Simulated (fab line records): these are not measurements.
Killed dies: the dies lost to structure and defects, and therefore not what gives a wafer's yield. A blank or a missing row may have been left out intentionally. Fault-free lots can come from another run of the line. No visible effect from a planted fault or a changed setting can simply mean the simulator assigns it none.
What tool caused it?    flow berkeleyCmos170    Sampling: 7 lots, 21 wafers, 2 of 331 route steps

== WHAT EACH GAUGE READ, for each wafer ==
UCB170_M1_RS_MEAS_01: uses a four-point probe to measure.
lot   measured      on            M1_AL_RS (ohm/sq)
L428  day 7 00:36   filmMetro-03  0.0496 0.0479 0.0489
L430  day 8 03:07   filmMetro-02  0.0493 0.0487 0.0489
L433  day 8 03:54   filmMetro-03  0.0240 0.0238 0.0239
L434  day 8 22:59   filmMetro-03  0.0490 0.0490 0.0486
L437  day 9 17:42   filmMetro-02  0.0243 0.0244 0.0241
L449  day 11 10:09  filmMetro-01  0.0492 0.0488 0.0486
L446  day 11 11:49  filmMetro-02  0.0478 0.0481 0.0484

== WHAT TOOL EACH LOT RAN ON (gives the tool, then ch and the chambers of the sampled wafers, and finally the start) ==
lot   UCB170_M1_SPUTTER_00
L428  pvdSputter-01, day 7 00:29
L430  pvdSputter-03, day 8 03:04
L433  pvdSputter-04, day 8 03:35
L434  pvdSputter-01, day 8 22:52
L437  pvdSputter-04, day 9 17:24
L449  pvdSputter-04, day 11 10:05
L446  pvdSputter-03, day 11 11:44
- UCB170_M1_SPUTTER_00: material Al, target thk 600 nm, time 80 s.

== THE ANSWER, worked out from the rows above alone ==
Rule: what is usual is taken from the lots themselves. The widest of any qualifying gaps counts: lots, ordered by their means at a reading, are off when they make up no more than a third of the lots, leave a main group of 4 or more, and stand apart from it by 3 or more times the standard deviation of that group's means. The tables above print the reading to a certain number of digits; a main group whose means all agree to those digits is not used. Also off: a lot with no number at a reading for which 4 or more lots have one. All remaining lots with rows at the step are treated as sound.
Off: L433, L437, at UCB170_M1_RS_MEAS_01 (M1_AL_RS). Main group: mean 0.0487 ohm/sq, sd 0.00031.
If a tool, at a process step before that reading, ran all the lots that are off and no sound lot after the first of them, it fits. Those tools and the gauges at UCB170_M1_RS_MEAS_01 are tried in the same way. Not one of the candidates tried fits.

== WHAT THE SIMULATOR HAD PUT IN ==
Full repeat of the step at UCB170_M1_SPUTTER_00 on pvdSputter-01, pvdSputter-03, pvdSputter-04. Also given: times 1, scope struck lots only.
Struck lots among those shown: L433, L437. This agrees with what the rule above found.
